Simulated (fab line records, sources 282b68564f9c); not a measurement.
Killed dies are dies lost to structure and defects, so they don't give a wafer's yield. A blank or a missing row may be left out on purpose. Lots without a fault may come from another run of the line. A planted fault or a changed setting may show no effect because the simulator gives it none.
Split-lot experiment | flow rit_cmos | 5 lots, 23 wafers read, on a route of 202 steps

THE SPLIT
At RIT_GATE_COAT_11 (resist thk 850 nm), the setting spin_rpm was moved away from the recipe's 4250 rpm on 5 of the 23 wafers read, by -2.2% to +5.6%. The other wafers ran this setting at the recipe's value.

FROM THE SPLIT TO THE READING: what the file shows between them, 2 steps
- RIT_GATE_SOFTBAKE_12: time 60 s
- RIT_GATE_EXPOSE_13: exposes mask M6, target cd 150 nm

THE READING
NOVOLAK_of_GATE_COAT_11.thk_nm (the simulator's own value, which no gauge read), in nm, at RIT_GATE_HARDBAKE_18 (time 60 s). The file gives no usual value for it. The 18 wafers here that ran the recipe average 753.8 nm, standard deviation 1.4 nm.

wafer  | tool, chamber at the split | spin_rpm as run, rpm | against the recipe | NOVOLAK_of_GATE_COAT_11.thk_nm, nm | against lot-mates on the recipe
L078.1 | litho_track-02, 0          | 4250                 | recipe             | 752.9                              | -
L078.2 | litho_track-02, 0          | 4250                 | recipe             | 753.8                              | -
L078.3 | litho_track-02, 0          | 4250                 | recipe             | 755.8                              | -
L078.6 | litho_track-02, 0          | 4250                 | recipe             | 755.8                              | -
L078.5 | litho_track-02, 0          | 4250                 | recipe             | 755                                | -
L079.1 | litho_track-02, 0          | 4157                 | -2.2%              | 760.6                              | +8.7
L079.2 | litho_track-02, 0          | 4157                 | -2.2%              | 761.7                              | +9.8
L079.4 | litho_track-02, 0          | 4250                 | recipe             | 750.9                              | -
L079.5 | litho_track-02, 0          | 4250                 | recipe             | 752.9                              | -
L079.6 | litho_track-02, 0          | 4157                 | -2.2%              | 760.5                              | +8.6
L080.1 | litho_track-01, 0          | 4250                 | recipe             | 755.8                              | -
L080.2 | litho_track-01, 0          | 4250                 | recipe             | 754.6                              | -
L080.3 | litho_track-01, 0          | 4488                 | +5.6%              | 733.1                              | -21.4
L080.4 | litho_track-01, 0          | 4488                 | +5.6%              | 734.8                              | -19.7
L080.5 | litho_track-01, 0          | 4250                 | recipe             | 753.1                              | -
L083.1 | litho_track-04, 0          | 4250                 | recipe             | 753.6                              | -
L083.2 | litho_track-04, 0          | 4250                 | recipe             | 753.7                              | -
L083.3 | litho_track-04, 0          | 4250                 | recipe             | 754.5                              | -
L083.4 | litho_track-04, 0          | 4250                 | recipe             | 752.3                              | -
L083.6 | litho_track-04, 0          | 4250                 | recipe             | 753                                | -
L084.1 | litho_track-01, 0          | 4250                 | recipe             | 754.7                              | -
L084.4 | litho_track-01, 0          | 4250                 | recipe             | 755.1                              | -
L084.6 | litho_track-01, 0          | 4250                 | recipe             | 751.4                              | -

THE FIT
A straight line over all 23 wafers: NOVOLAK_of_GATE_COAT_11.thk_nm changes by -3.49 nm for each +1% of spin_rpm; r = -0.98; the points scatter about the line by 1.4 nm.
The same after taking each lot's own level away (the mean of its wafers on the recipe; 23 wafers): -3.76 nm for each +1%; r = -0.99; scatter 1.1 nm.
On that fit, the largest move of spin_rpm shifts the reading by 21 nm.
The lots' own levels span 751.90 to 754.66 nm, that is 1.9 times the standard deviation above.
So the lot-to-lot level changes the slope little: the two slopes agree.
Check: with one of the wafers moved furthest among these (+5.6%) left out of the fit, the line predicts -20.6 nm for it against its lot-mates. It came out at -21.4 nm against them.

OTHER SPLITS ON THESE WAFERS
These wafers also went through other splits before the reading. Each is held against what the fit with the lots' levels taken away leaves over:
other split on the same wafers | wafers away from the commonest value | r with NOVOLAK_of_GATE_COAT_11.thk_nm (lot level and that fit taken away)
RIT_GATE_OXIDATION_05 temp_c   | 15                                   | -0.02

THE WHOLE CHAIN: every reading that the file lists as answering this split, in the file's order
step                 | what it does      | reading                                                                         | change (the file's fit)              | r (the file's)
RIT_GATE_COAT_11     | resist thk 850 nm | NOVOLAK_of_GATE_COAT_11.thk_nm (the simulator's own value, which no gauge read) | -4.27 nm for each +1% of the setting | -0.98
RIT_GATE_HARDBAKE_18 | time 60 s         | NOVOLAK_of_GATE_COAT_11.thk_nm (the simulator's own value, which no gauge read) | -3.73 nm for each +1% of the setting | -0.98

THE FILE'S OWN FIT
NOVOLAK_of_GATE_COAT_11.thk_nm changes by -3.73 nm for each +1% of spin_rpm, r = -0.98.
